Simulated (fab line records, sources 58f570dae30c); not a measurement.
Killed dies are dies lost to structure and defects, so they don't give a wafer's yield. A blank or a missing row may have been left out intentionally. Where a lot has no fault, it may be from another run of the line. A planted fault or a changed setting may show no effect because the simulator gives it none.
fab line records | flow berkeley-cmos170 | part 1 of 2: steps 1 to 23 of 35
[record] lots = 5 | wafers = 15 | last-day = 12
route steps=331 shown ZERO@6 NWELL@14 PWELL@34
lots untouched by any fault: they come from a run of this same line in which no faults occurred
start-h: the number of hours between the record's first day and the start of the first shown wafer of the lot | wait-h: hours elapsed since this lot's preceding step | " repeats the value in the row above | L1.1+2: one row covering several wafers at once | - no value present, or no start provided | * or withheld: withheld | < > ~ a bound
route shown NAME@n: a module of which the file shows steps, and the number in the route of the first | usual: average and standard deviation across the fault-free wafers | same: alike in all rows | chamber/n: place in a boat | sites: readings site by site | _std_site: standard deviation of those values | _edge_site: the outer-site mean with the inner-site mean subtracted | radius-mm: how far each site lies from the wafer's centre | mask NAME#n: copy n | behind: the tool/chamber that last shaped the wafer | hold: why the lot went on hold/how many hours it stayed there/how the hold came to an end | device: transistor that didn't switch, given as n, p or np | end of line: the same wafers' tests at the end of the route | a step with no rows: only its recipe | killed: the dies lost at the first sort to structure and to defects; this is not the yield of the wafer | map: a wafer's dies, marking killed ones x, the rest . and places with no die _
set.NAME: setting as actually run; set.NAME@STEP: the setting as run at that earlier step | model.NAME: the simulator's own value behind a step, which no gauge read
lots at selected steps of the route; one table per step, one row per wafer
services: the hour from which a tool's chamber was out of use, counted from the record's first day as start-h (under 0 if before that day), plus the number of hours and why
[[steps]]
[step UCB170_ZERO_HMDS_00]
[recipe] prime-time-s = 60 | prime-temp-c = 100
[usual] chill-plate-temp-C = 22.99/0.1
lot.wafer | tool           | chamber | start-h | wait-h | chill-plate-temp-C
L077.1    | litho-track-03 | 0       | 29.29   | 0.1    | 23.19
L077.2    | "              | 0       | "       | "      | 23.29
L077.3    | "              | 0       | "       | "      | 23.15
L080.3    | litho-track-02 | 0       | 45.94   | 0.1    | 22.83
L080.4    | "              | 0       | "       | "      | 23.09
L080.5    | "              | 0       | "       | "      | 23.06
L087.1    | litho-track-03 | 0       | 83.00   | 0.2    | 23.16
L087.3    | "              | 0       | "       | "      | 23.10
L087.4    | "              | 0       | "       | "      | 23.10
L091.1    | litho-track-03 | 0       | 101.62  | 0.4    | 23.10
L091.2    | "              | 0       | "       | "      | 22.95
L091.6    | "              | 0       | "       | "      | 22.80
L097.4    | litho-track-02 | 0       | 129.96  | 1.3    | 23.03
L097.5    | "              | 0       | "       | "      | 22.87
L097.6    | "              | 0       | "       | "      | 23.01
[step UCB170_ZERO_COAT_01]
[recipe] resist = KrF | spin-rpm = 1500 | resist-thk-nm = 900
[usual] chill-plate-temp-C = 23.01/0.099
lot.wafer | tool           | chamber | start-h | wait-h | chill-plate-temp-C
L077.1    | litho-track-03 | 0       | 29.44   | 0.1    | 23.12
L077.2    | "              | 0       | "       | "      | 22.92
L077.3    | "              | 0       | "       | "      | 22.96
L080.3    | litho-track-02 | 0       | 46.09   | 0.1    | 22.88
L080.4    | "              | 0       | "       | "      | 22.83
L080.5    | "              | 0       | "       | "      | 23.00
L087.1    | litho-track-03 | 0       | 83.15   | 0.1    | 22.98
L087.3    | "              | 0       | "       | "      | 22.93
L087.4    | "              | 0       | "       | "      | 23.03
L091.1    | litho-track-03 | 0       | 101.77  | 0.1    | 23.08
L091.2    | "              | 0       | "       | "      | 23.10
L091.6    | "              | 0       | "       | "      | 23.13
L097.4    | litho-track-02 | 0       | 130.11  | 0.1    | 22.94
L097.5    | "              | 0       | "       | "      | 22.80
L097.6    | "              | 0       | "       | "      | 22.84
[step UCB170_ZERO_SOFTBAKE_02]
[recipe] resist = KrF | temp-c = 130 | time-s = 57.86
[usual] chill-plate-temp-C = 23.02/0.094
lot.wafer | tool           | chamber | start-h | wait-h | chill-plate-temp-C
L077.1    | litho-track-03 | 0       | 29.59   | 0.1    | 22.94
L077.2    | "              | 0       | "       | "      | 22.90
L077.3    | "              | 0       | "       | "      | 22.99
L080.3    | litho-track-02 | 0       | 46.24   | 0.1    | 23.07
L080.4    | "              | 0       | "       | "      | 22.94
L080.5    | "              | 0       | "       | "      | 23.03
L087.1    | litho-track-03 | 0       | 83.30   | 0.1    | 22.88
L087.3    | "              | 0       | "       | "      | 22.98
L087.4    | "              | 0       | "       | "      | 23.15
L091.1    | litho-track-03 | 0       | 101.92  | 0.1    | 23.06
L091.2    | "              | 0       | "       | "      | 23.05
L091.6    | "              | 0       | "       | "      | 23.00
L097.4    | litho-track-02 | 0       | 130.26  | 0.1    | 23.05
L097.5    | "              | 0       | "       | "      | 23.02
L097.6    | "              | 0       | "       | "      | 22.89
[step UCB170_ZERO_EXPOSE_03]
[recipe] mask-id = PM_MARKS | na = 0.5 | sigma-outer = 0.6 | source-shape = conventional | target-cd-nm = 4000 | dose-mj = 30
[usual] exposure-dose-mJ-cm2 = 30.00/0.035 | focus-offset-nm = 0.0/0.57
lot.wafer | tool           | chamber | start-h | wait-h | mask       | exposure-dose-mJ-cm2 | focus-offset-nm
L077.1    | krf-scanner-01 | 0       | 29.87   | 0.3    | PM_MARKS#0 | 30.06                | -1.2
L077.2    | "              | 0       | "       | "      | PM_MARKS#0 | 29.98                | -0.2
L077.3    | "              | 0       | "       | "      | PM_MARKS#0 | 30.05                | -0.7
L080.3    | krf-scanner-02 | 0       | 46.38   | 0.1    | PM_MARKS#0 | 29.98                | 0.1
L080.4    | "              | 0       | "       | "      | PM_MARKS#0 | 30.01                | 0.2
L080.5    | "              | 0       | "       | "      | PM_MARKS#0 | 30.00                | -0.4
L087.1    | krf-scanner-02 | 0       | 83.58   | 0.3    | PM_MARKS#0 | 30.00                | -0.2
L087.3    | "              | 0       | "       | "      | PM_MARKS#0 | 30.00                | 0.0
L087.4    | "              | 0       | "       | "      | PM_MARKS#0 | 29.95                | 0.4
L091.1    | krf-scanner-02 | 0       | 102.07  | 0.1    | PM_MARKS#0 | 30.03                | 0.3
L091.2    | "              | 0       | "       | "      | PM_MARKS#0 | 30.02                | 0.8
L091.6    | "              | 0       | "       | "      | PM_MARKS#0 | 30.08                | 0.6
L097.4    | krf-scanner-01 | 0       | 130.39  | 0.1    | PM_MARKS#0 | 29.97                | -0.5
L097.5    | "              | 0       | "       | "      | PM_MARKS#0 | 29.98                | 0.1
L097.6    | "              | 0       | "       | "      | PM_MARKS#0 | 30.01                | -1.0
[step UCB170_ZERO_PEB_04]
[recipe] peb-temp-c = 130 | peb-time-s = withheld | resist = KrF
[usual] chill-plate-temp-C = 23.01/0.11
lot.wafer | tool           | chamber | start-h | wait-h | chill-plate-temp-C
L077.1    | litho-track-02 | 0       | 29.98   | 0.1    | 22.90
L077.2    | "              | 0       | "       | "      | 22.91
L077.3    | "              | 0       | "       | "      | 23.10
L080.3    | litho-track-03 | 0       | 46.75   | 0.3    | 23.03
L080.4    | "              | 0       | "       | "      | 22.98
L080.5    | "              | 0       | "       | "      | 23.18
L087.1    | litho-track-01 | 0       | 83.70   | 0.1    | 22.90
L087.3    | "              | 0       | "       | "      | 22.93
L087.4    | "              | 0       | "       | "      | 22.97
L091.1    | litho-track-03 | 0       | 102.52  | 0.4    | 23.02
L091.2    | "              | 0       | "       | "      | 22.93
L091.6    | "              | 0       | "       | "      | 23.00
L097.4    | litho-track-03 | 0       | 130.83  | 0.4    | 22.82
L097.5    | "              | 0       | "       | "      | 23.01
L097.6    | "              | 0       | "       | "      | 22.91
[step UCB170_ZERO_DEVELOP_05]
[recipe] developer = TMAH | develop-time-s = 45 | resist = KrF | dev-temp-c = 21
[usual] chill-plate-temp-C = 23.03/0.12 | developer-temp-C = 21.01/0.1
lot.wafer | tool           | chamber | start-h | wait-h | chill-plate-temp-C | developer-temp-C
L077.1    | litho-track-02 | 0       | -       | -      | 22.96              | 21.10
L077.2    | "              | 0       | "       | "      | 22.87              | 21.03
L077.3    | "              | 0       | "       | "      | 22.83              | 20.99
L080.3    | litho-track-03 | 0       | -       | -      | 23.10              | 20.99
L080.4    | "              | 0       | "       | "      | 23.00              | 21.22
L080.5    | "              | 0       | "       | "      | 23.05              | 21.01
L087.1    | litho-track-01 | 0       | -       | -      | 23.31              | 21.14
L087.3    | "              | 0       | "       | "      | 23.19              | 20.99
L087.4    | "              | 0       | "       | "      | 23.04              | 21.30
L091.1    | litho-track-03 | 0       | -       | -      | 23.22              | 21.14
L091.2    | "              | 0       | "       | "      | 23.14              | 20.98
L091.6    | "              | 0       | "       | "      | 23.00              | 20.87
L097.4    | litho-track-03 | 0       | -       | -      | 23.00              | 21.03
L097.5    | "              | 0       | "       | "      | 23.06              | 20.88
L097.6    | "              | 0       | "       | "      | 23.06              | 21.02
[step UCB170_ZERO_ETCH_06]
[recipe] chemistry = CHF3/CF4/Ar | target = SiO2 | time-s = 12 | pressure-mtorr = 100 | rf-w = 500 | CHF3_flow_sccm = 50 | cf4-flow-sccm = 10 | Ar_flow_sccm = 120 | over-etch-frac = 1.58
[usual] CHF3_flow_sccm = 50.01/0.15 | drypump-motor-current-A = 5.7/0.57 | oes-product-au = 0.613/0.01 | throttle-valve-pct = 9.24/0.12
lot.wafer | tool        | chamber | start-h | wait-h | CHF3_flow_sccm | drypump-motor-current-A | oes-product-au | rf-hours-counter-h | throttle-valve-pct
L077.1    | rie-diel-02 | 1       | 30.26   | -      | 50.05          | 5.8                     | 0.623          | 14                 | 9.19
L077.2    | "           | 3       | "       | "      | 50.34          | 6.0                     | 0.600          | 54                 | 9.28
L077.3    | "           | 0       | "       | "      | 50.14          | 4.8                     | 0.606          | 2                  | 9.26
L080.3    | rie-diel-02 | 2       | 46.97   | -      | 50.08          | 4.9                     | 0.629          | 83                 | 9.09
L080.4    | "           | 1       | "       | "      | 50.05          | 5.8                     | 0.619          | 15                 | 9.20
L080.5    | "           | 3       | "       | "      | 49.86          | 6.0                     | 0.597          | -                  | 9.28
L087.1    | rie-diel-04 | 1       | 83.98   | -      | 50.26          | 5.4                     | 0.605          | 6                  | 9.22
L087.3    | "           | 0       | "       | "      | 50.20          | 6.8                     | 0.602          | 19                 | 9.11
L087.4    | "           | 2       | "       | "      | 49.97          | 5.8                     | 0.607          | 22                 | 9.33
L091.1    | rie-diel-02 | 2       | 102.79  | -      | 50.28          | 4.9                     | 0.619          | 86                 | 9.11
L091.2    | "           | 1       | "       | "      | 50.01          | 5.8                     | 0.619          | 17                 | 9.18
L091.6    | "           | 2       | "       | "      | 50.12          | 4.9                     | 0.617          | -                  | 9.10
L097.4    | rie-diel-03 | 1       | 131.03  | -      | 49.95          | 6.0                     | 0.619          | 154                | 9.21
L097.5    | "           | 2       | "       | "      | 49.87          | 6.2                     | 0.615          | -                  | 9.06
L097.6    | "           | 1       | "       | "      | 50.11          | 5.9                     | 0.607          | -                  | 9.20
[step UCB170_ZERO_STRIP_07]
[recipe] chemistry = O2 | power-w = 400 | pressure-mtorr = 3500 | platen-temp-c = withheld | o2-flow-sccm = 400 | overash-fraction = 0.5
[usual] drypump-motor-current-A = 5.7/0.39 | oes-product-au = 0.727/0.0049 | strip-time-to-endpoint-s = 21.50/0.067
lot.wafer | tool            | chamber | start-h | wait-h | drypump-motor-current-A | oes-product-au | rf-hours-counter-h | strip-time-to-endpoint-s
L077.1    | plasma-asher-04 | 1       | 30.28   | 0.0    | 4.8                     | 0.718          | 32                 | 21.61
L077.2    | "               | 0       | "       | "      | 5.9                     | 0.729          | 32                 | 21.63
L077.3    | "               | 0       | "       | "      | 5.9                     | 0.725          | -                  | 21.66
L080.3    | plasma-asher-03 | 0       | 47.03   | 0.0    | 6.0                     | 0.731          | -                  | 21.50
L080.4    | "               | 1       | "       | "      | 5.7                     | 0.723          | -                  | 21.51
L080.5    | "               | 1       | "       | "      | 5.7                     | 0.731          | -                  | 21.49
L087.1    | plasma-asher-04 | 0       | 84.00   | 0.0    | 5.9                     | 0.722          | 39                 | 21.54
L087.3    | "               | 1       | "       | "      | 4.8                     | 0.724          | -                  | 21.56
L087.4    | "               | 0       | "       | "      | 5.9                     | 0.727          | -                  | 21.53
L091.1    | plasma-asher-03 | 1       | 102.82  | 0.0    | 5.7                     | 0.722          | 39                 | 21.52
L091.2    | "               | 0       | "       | "      | 6.0                     | 0.723          | 39                 | 21.49
L091.6    | "               | 1       | "       | "      | 5.7                     | 0.719          | -                  | 21.55
L097.4    | plasma-asher-04 | 1       | 131.09  | 0.0    | 4.8                     | 0.719          | -                  | 21.54
L097.5    | "               | 1       | "       | "      | 4.8                     | 0.736          | -                  | 21.51
L097.6    | "               | 0       | "       | "      | 5.9                     | 0.725          | -                  | 21.53
[step UCB170_NWELL_WET_ETCH_00]
[recipe] chemistry = dHF | dilution = 25:1 | target = SiO2 | temp-c = 25 | time-s = 200
lot.wafer  | tool         | chamber | start-h | wait-h
L077.1+2+3 | wet-bench-03 | 0       | 30.38   | 0.1
L080.3+4+5 | wet-bench-03 | 2       | 47.10   | 0.0
L087.1+3+4 | wet-bench-03 | 3       | 84.10   | 0.1
L091.1+2+6 | wet-bench-04 | 1       | 102.92  | 0.1
L097.4+5+6 | wet-bench-03 | 1       | 132.45  | 1.3
[step UCB170_NWELL_OXIDATION_01]
[recipe] temp-c = 1000 | ambient = O2 | target-thk-a = 264 | ox-time-s = 1260
[usual] ox-temp-c-max = 1004.6/1.6
lot.wafer | tool       | chamber | start-h | wait-h | ox-temp-c-max
L077.1    | furnace-02 | 0       | 35.72   | 5.3    | 1003.3
L077.2    | "          | 0       | "       | "      | 1004.0
L077.3    | "          | 0       | "       | "      | 1002.9
L080.3    | furnace-01 | 0       | 49.98   | 2.8    | 1005.2
L080.4    | "          | 0       | "       | "      | 1005.3
L080.5    | "          | 0       | "       | "      | 1006.0
L087.1    | furnace-01 | 0       | 86.57   | 2.4    | 1007.0
L087.3    | "          | 0       | "       | "      | 1007.1
L087.4    | "          | 0       | "       | "      | 1007.5
L091.1    | furnace-04 | 0       | 105.92  | 2.9    | 1003.2
L091.2    | "          | 0       | "       | "      | 1002.6
L091.6    | "          | 0       | "       | "      | 1003.9
L097.4    | furnace-02 | 0       | 133.80  | 1.3    | 1002.4
L097.5    | "          | 0       | "       | "      | 1003.1
L097.6    | "          | 0       | "       | "      | 1003.6
[step UCB170_NWELL_THK_MEAS_02]
[recipe] reads = SiO2_of_NWELL_OXIDATION_01
[usual] NWELL_OXIDE_THK = 26.0/0.52
lot.wafer | tool          | chamber | start-h | wait-h | NWELL_OXIDE_THK[nm]
L077.1    | film-metro-03 | -       | 37.07   | 0.0    | 26.7
L077.2    | "             | -       | "       | "      | 26.3
L077.3    | "             | -       | "       | "      | 26.3
L080.3    | film-metro-03 | -       | 51.35   | 0.0    | 25.4
L080.4    | "             | -       | "       | "      | 25.6
L080.5    | "             | -       | "       | "      | 25.8
L087.1    | film-metro-01 | -       | 87.92   | 0.0    | 25.3
L087.3    | "             | -       | "       | "      | 25.5
L087.4    | "             | -       | "       | "      | 25.5
L091.1    | film-metro-02 | -       | 107.27  | 0.0    | 25.7
L091.2    | "             | -       | "       | "      | 26.2
L091.6    | "             | -       | "       | "      | 25.9
L097.4    | film-metro-01 | -       | 135.18  | 0.0    | 26.1
L097.5    | "             | -       | "       | "      | 26.2
L097.6    | "             | -       | "       | "      | 26.4
[step UCB170_NWELL_ANNEAL_03]
[recipe] temp-c = 1000 | time-s = 900 | ambient = N2
lot.wafer  | tool       | chamber | start-h | wait-h
L077.1+2+3 | furnace-01 | 0       | 40.63   | 3.6
L080.3+4+5 | furnace-04 | 0       | 55.02   | 3.7
L087.1+3+4 | furnace-04 | 0       | 89.84   | 1.9
L091.1+2+6 | furnace-02 | 0       | 109.38  | 2.1
L097.4+5+6 | furnace-02 | 0       | 136.40  | 1.2
[step UCB170_NWELL_CVD_04]
[recipe] material = Si3N4 | target-thk-nm = 224 | temp-c = 800 | precursor = SiH2Cl2/NH3 | time-s = 3360 | pressure-mtorr = 200 | sih2cl2-flow-sccm = 25 | nh3-flow-sccm = 75
[usual] susceptor-temp-C = 799.9/0.3
lot.wafer | tool     | chamber | start-h | wait-h | susceptor-temp-C
L077.1    | lpcvd-01 | 1       | 41.88   | 0.0    | 799.9
L077.2    | "        | 1       | "       | "      | 799.9
L077.3    | "        | 1       | "       | "      | 800.2
L080.3    | lpcvd-02 | 1       | 56.27   | 0.0    | 800.1
L080.4    | "        | 1       | "       | "      | 799.8
L080.5    | "        | 1       | "       | "      | 799.6
L087.1    | lpcvd-01 | 0       | 91.33   | 0.2    | 800.1
L087.3    | "        | 0       | "       | "      | 799.9
L087.4    | "        | 0       | "       | "      | 800.1
L091.1    | lpcvd-02 | 0       | 110.63  | 0.0    | 799.5
L091.2    | "        | 0       | "       | "      | 800.0
L091.6    | "        | 0       | "       | "      | 800.0
L097.4    | lpcvd-01 | 0       | 138.90  | 1.3    | 800.3
L097.5    | "        | 0       | "       | "      | 800.1
L097.6    | "        | 0       | "       | "      | 800.1
[step UCB170_NWELL_THK_MEAS_05]
[recipe] reads = Si3N4_of_NWELL_CVD_04
[usual] NWELL_NITRIDE_THK = 223.1/1.8
lot.wafer | tool          | chamber | start-h | wait-h | NWELL_NITRIDE_THK[nm]
L077.1    | film-metro-02 | -       | 43.82   | 0.0    | 221.1
L077.2    | "             | -       | "       | "      | 220.9
L077.3    | "             | -       | "       | "      | 223.4
L080.3    | film-metro-01 | -       | 58.23   | 0.0    | 223.2
L080.4    | "             | -       | "       | "      | 223.7
L080.5    | "             | -       | "       | "      | 223.3
L087.1    | film-metro-02 | -       | 93.27   | 0.0    | 224.6
L087.3    | "             | -       | "       | "      | 226.1
L087.4    | "             | -       | "       | "      | 226.3
L091.1    | film-metro-03 | -       | 112.56  | 0.0    | 221.4
L091.2    | "             | -       | "       | "      | 222.8
L091.6    | "             | -       | "       | "      | 222.2
L097.4    | film-metro-03 | -       | 140.87  | 0.0    | 221.8
L097.5    | "             | -       | "       | "      | 219.8
L097.6    | "             | -       | "       | "      | 222.2
[step UCB170_NWELL_HMDS_06]
[recipe] prime-time-s = 60 | prime-temp-c = 100
[usual] chill-plate-temp-C = 23.01/0.097
lot.wafer | tool           | chamber | start-h | wait-h | chill-plate-temp-C
L077.1    | litho-track-03 | 0       | 43.88   | 0.1    | 22.98
L077.2    | "              | 0       | "       | "      | 23.11
L077.3    | "              | 0       | "       | "      | 22.98
L080.3    | litho-track-03 | 0       | 58.32   | 0.1    | 22.98
L080.4    | "              | 0       | "       | "      | 23.10
L080.5    | "              | 0       | "       | "      | 23.00
L087.1    | litho-track-04 | 0       | 94.17   | 0.9    | 22.94
L087.3    | "              | 0       | "       | "      | 22.91
L087.4    | "              | 0       | "       | "      | 22.92
L091.1    | litho-track-04 | 0       | 113.07  | 0.5    | 23.01
L091.2    | "              | 0       | "       | "      | 23.13
L091.6    | "              | 0       | "       | "      | 23.18
L097.4    | litho-track-02 | 0       | 141.31  | 0.4    | 23.02
L097.5    | "              | 0       | "       | "      | 23.01
L097.6    | "              | 0       | "       | "      | 22.86
[step UCB170_NWELL_COAT_07]
[recipe] resist = KrF | spin-rpm = 1500 | resist-thk-nm = 900
[usual] chill-plate-temp-C = 22.99/0.1
lot.wafer | tool           | chamber | start-h | wait-h | chill-plate-temp-C
L077.1    | litho-track-03 | 0       | 44.03   | 0.1    | 22.90
L077.2    | "              | 0       | "       | "      | 23.01
L077.3    | "              | 0       | "       | "      | 22.83
L080.3    | litho-track-03 | 0       | 58.47   | 0.1    | 23.14
L080.4    | "              | 0       | "       | "      | 22.75
L080.5    | "              | 0       | "       | "      | 22.98
L087.1    | litho-track-04 | 0       | 94.32   | 0.1    | 22.93
L087.3    | "              | 0       | "       | "      | 22.99
L087.4    | "              | 0       | "       | "      | 23.01
L091.1    | litho-track-04 | 0       | 113.22  | 0.1    | 23.13
L091.2    | "              | 0       | "       | "      | 22.90
L091.6    | "              | 0       | "       | "      | 22.98
L097.4    | litho-track-02 | 0       | 141.46  | 0.1    | 22.85
L097.5    | "              | 0       | "       | "      | 23.08
L097.6    | "              | 0       | "       | "      | 23.12
[step UCB170_NWELL_SOFTBAKE_08]
[recipe] resist = KrF | temp-c = 130 | time-s = 60
[usual] chill-plate-temp-C = 23.00/0.1
lot.wafer | tool           | chamber | start-h | wait-h | chill-plate-temp-C
L077.1    | litho-track-03 | 0       | 44.18   | 0.1    | 22.97
L077.2    | "              | 0       | "       | "      | 23.20
L077.3    | "              | 0       | "       | "      | 23.09
L080.3    | litho-track-03 | 0       | 58.62   | 0.1    | 22.94
L080.4    | "              | 0       | "       | "      | 22.94
L080.5    | "              | 0       | "       | "      | 23.10
L087.1    | litho-track-04 | 0       | 94.47   | 0.1    | 22.83
L087.3    | "              | 0       | "       | "      | 23.05
L087.4    | "              | 0       | "       | "      | 22.99
L091.1    | litho-track-04 | 0       | 113.37  | 0.1    | 22.94
L091.2    | "              | 0       | "       | "      | 23.13
L091.6    | "              | 0       | "       | "      | 23.13
L097.4    | litho-track-02 | 0       | 141.61  | 0.1    | 23.01
L097.5    | "              | 0       | "       | "      | 22.94
L097.6    | "              | 0       | "       | "      | 22.94
[step UCB170_NWELL_EXPOSE_09]
[recipe] mask-id = NWELL | target-cd-nm = 3000 | na = 0.5 | sigma-outer = 0.6 | source-shape = conventional | dose-mj = 25
[usual] exposure-dose-mJ-cm2 = 25.005/0.022 | focus-offset-nm = 0.1/0.48
lot.wafer | tool           | chamber | start-h | wait-h | mask    | exposure-dose-mJ-cm2 | focus-offset-nm
L077.1    | krf-scanner-01 | 0       | 44.33   | 0.1    | NWELL#0 | 24.997               | -0.5
L077.2    | "              | 0       | "       | "      | NWELL#0 | 25.018               | 1.1
L077.3    | "              | 0       | "       | "      | NWELL#0 | 25.011               | 0.0
L080.3    | krf-scanner-02 | 0       | 59.60   | 1.0    | NWELL#0 | 24.997               | 0.6
L080.4    | "              | 0       | "       | "      | NWELL#0 | 24.992               | 0.8
L080.5    | "              | 0       | "       | "      | NWELL#0 | 25.001               | -0.1
L087.1    | krf-scanner-02 | 0       | 94.77   | 0.3    | NWELL#0 | 24.990               | 0.4
L087.3    | "              | 0       | "       | "      | NWELL#0 | 24.980               | -0.1
L087.4    | "              | 0       | "       | "      | NWELL#0 | 24.988               | -0.2
L091.1    | krf-scanner-01 | 0       | 113.64  | 0.2    | NWELL#0 | 25.002               | -0.4
L091.2    | "              | 0       | "       | "      | NWELL#0 | 25.024               | 0.2
L091.6    | "              | 0       | "       | "      | NWELL#0 | 25.029               | -1.0
L097.4    | krf-scanner-02 | 0       | 141.75  | 0.1    | NWELL#0 | 25.008               | 0.0
L097.5    | "              | 0       | "       | "      | NWELL#0 | 25.022               | 0.5
L097.6    | "              | 0       | "       | "      | NWELL#0 | 25.020               | 0.8
[step UCB170_NWELL_PEB_10]
[recipe] peb-temp-c = 131.1 | peb-time-s = withheld | resist = KrF
[usual] chill-plate-temp-C = 23.00/0.11
lot.wafer | tool           | chamber | start-h | wait-h | chill-plate-temp-C
L077.1    | litho-track-04 | 0       | 44.44   | 0.1    | 22.97
L077.2    | "              | 0       | "       | "      | 23.06
L077.3    | "              | 0       | "       | "      | 22.82
L080.3    | litho-track-02 | 0       | 59.74   | 0.1    | 23.01
L080.4    | "              | 0       | "       | "      | 23.13
L080.5    | "              | 0       | "       | "      | 23.15
L087.1    | litho-track-02 | 0       | 95.54   | 0.7    | 23.03
L087.3    | "              | 0       | "       | "      | 22.92
L087.4    | "              | 0       | "       | "      | 23.18
L091.1    | litho-track-02 | 0       | 114.42  | 0.8    | 22.93
L091.2    | "              | 0       | "       | "      | 23.03
L091.6    | "              | 0       | "       | "      | 23.06
L097.4    | litho-track-04 | 0       | 141.94  | 0.2    | 23.09
L097.5    | "              | 0       | "       | "      | 22.96
L097.6    | "              | 0       | "       | "      | 22.99
[step UCB170_NWELL_DEVELOP_11]
[recipe] developer = TMAH | develop-time-s = 45 | resist = KrF | dev-temp-c = 21
[usual] chill-plate-temp-C = 22.98/0.1 | developer-temp-C = 21.00/0.1
lot.wafer | tool           | chamber | start-h | wait-h | chill-plate-temp-C | developer-temp-C
L077.1    | litho-track-04 | 0       | -       | -      | 22.99              | 20.93
L077.2    | "              | 0       | "       | "      | 22.92              | 20.99
L077.3    | "              | 0       | "       | "      | 22.87              | 20.91
L080.3    | litho-track-02 | 0       | -       | -      | 22.95              | 21.01
L080.4    | "              | 0       | "       | "      | 22.88              | 21.08
L080.5    | "              | 0       | "       | "      | 22.98              | 21.01
L087.1    | litho-track-02 | 0       | -       | -      | 22.97              | 20.92
L087.3    | "              | 0       | "       | "      | 22.87              | 20.95
L087.4    | "              | 0       | "       | "      | 23.04              | 20.87
L091.1    | litho-track-02 | 0       | -       | -      | 22.92              | 20.98
L091.2    | "              | 0       | "       | "      | 22.72              | 20.95
L091.6    | "              | 0       | "       | "      | 22.88              | 20.90
L097.4    | litho-track-04 | 0       | -       | -      | 22.98              | 20.96
L097.5    | "              | 0       | "       | "      | 23.01              | 21.19
L097.6    | "              | 0       | "       | "      | 23.09              | 21.04
[step UCB170_NWELL_OVL_MEAS_12]
[usual] NWELL_OVL = -3/4.1
lot.wafer | tool       | chamber | start-h | wait-h | NWELL_OVL[nm]
L077.1    | overlay-01 | -       | 44.72   | -      | -4
L077.2    | "          | -       | "       | "      | -11
L077.3    | "          | -       | "       | "      | 0
L080.3    | overlay-02 | -       | 59.98   | -      | -4
L080.4    | "          | -       | "       | "      | -10
L080.5    | "          | -       | "       | "      | -7
L087.1    | overlay-02 | -       | 95.82   | -      | -8
L087.3    | "          | -       | "       | "      | 0
L087.4    | "          | -       | "       | "      | 0
L091.1    | overlay-01 | -       | 114.69  | -      | -4
L091.2    | "          | -       | "       | "      | -4
L091.6    | "          | -       | "       | "      | 1
L097.4    | overlay-02 | -       | 142.15  | -      | -2
L097.5    | "          | -       | "       | "      | -4
L097.6    | "          | -       | "       | "      | -8
[step UCB170_NWELL_ETCH_13]
[recipe] chemistry = CH3F/Ar/O2 | target = Si3N4 | stop-on = SiO2 | CH3F_flow_sccm = 20 | Ar_flow_sccm = 50 | O2_flow_sccm = 7 | pressure-mtorr = 50 | rf-w = 450 | target-depth-a = 2464 | over-etch-frac = 0.1 | time-s = 154
[usual] drypump-motor-current-A = 5.8/0.53 | oes-product-au = 0.935/0.013 | throttle-valve-pct = 8.05/0.11
lot.wafer | tool        | chamber | start-h | wait-h | drypump-motor-current-A | oes-product-au | rf-hours-counter-h | throttle-valve-pct
L077.1    | rie-diel-01 | 2       | 44.75   | 0.0    | 5.6                     | 0.911          | 12                 | 8.14
L077.2    | "           | 0       | "       | "      | 6.5                     | 0.940          | 13                 | 8.05
L077.3    | "           | 1       | "       | "      | 5.5                     | 0.945          | 119                | 7.96
L080.3    | rie-diel-01 | 0       | 60.00   | 0.0    | 6.5                     | 0.954          | 14                 | 8.04
L080.4    | "           | 2       | "       | "      | 5.6                     | 0.920          | 13                 | 8.14
L080.5    | "           | 2       | "       | "      | 5.6                     | 0.915          | -                  | 8.14
L087.1    | rie-diel-04 | 2       | 95.85   | 0.0    | 5.8                     | 0.927          | 22                 | 8.13
L087.3    | "           | 1       | "       | "      | 5.5                     | 0.943          | 6                  | 8.04
L087.4    | "           | 3       | "       | "      | 6.2                     | 0.923          | 143                | 8.13
L091.1    | rie-diel-04 | 0       | 114.73  | 0.0    | 6.8                     | 0.924          | 21                 | 7.92
L091.2    | "           | 2       | "       | "      | 5.8                     | 0.921          | 23                 | 8.14
L091.6    | "           | 1       | "       | "      | 5.4                     | 0.925          | -                  | 8.02
L097.4    | rie-diel-04 | 1       | 142.17  | 0.0    | 5.4                     | 0.931          | 9                  | 8.04
L097.5    | "           | 2       | "       | "      | 5.8                     | 0.923          | -                  | 8.12
L097.6    | "           | 1       | "       | "      | 5.4                     | 0.923          | -                  | 8.03
[step UCB170_NWELL_IMPLANT_14]
[recipe] species = P | dose-cm2 = 1e+13 | energy-kev = 150 | tilt-deg = 7
[usual] tilt-deg = 7.000/0.02
[same] implant-ion-amu = 31
lot.wafer | tool         | chamber | start-h | wait-h | tilt-deg
L077.1    | implanter-01 | 0       | 44.86   | 0.1    | 6.995
L077.2    | "            | 0       | "       | "      | 6.990
L077.3    | "            | 0       | "       | "      | 6.980
L080.3    | implanter-02 | 0       | 60.16   | 0.1    | 6.994
L080.4    | "            | 0       | "       | "      | 7.000
L080.5    | "            | 0       | "       | "      | 7.007
L087.1    | implanter-02 | 0       | 95.96   | 0.1    | 6.964
L087.3    | "            | 0       | "       | "      | 6.976
L087.4    | "            | 0       | "       | "      | 6.979
L091.1    | implanter-02 | 0       | 114.83  | 0.1    | 6.988
L091.2    | "            | 0       | "       | "      | 7.001
L091.6    | "            | 0       | "       | "      | 7.017
L097.4    | implanter-01 | 0       | 142.35  | 0.1    | 6.980
L097.5    | "            | 0       | "       | "      | 7.009
L097.6    | "            | 0       | "       | "      | 6.978
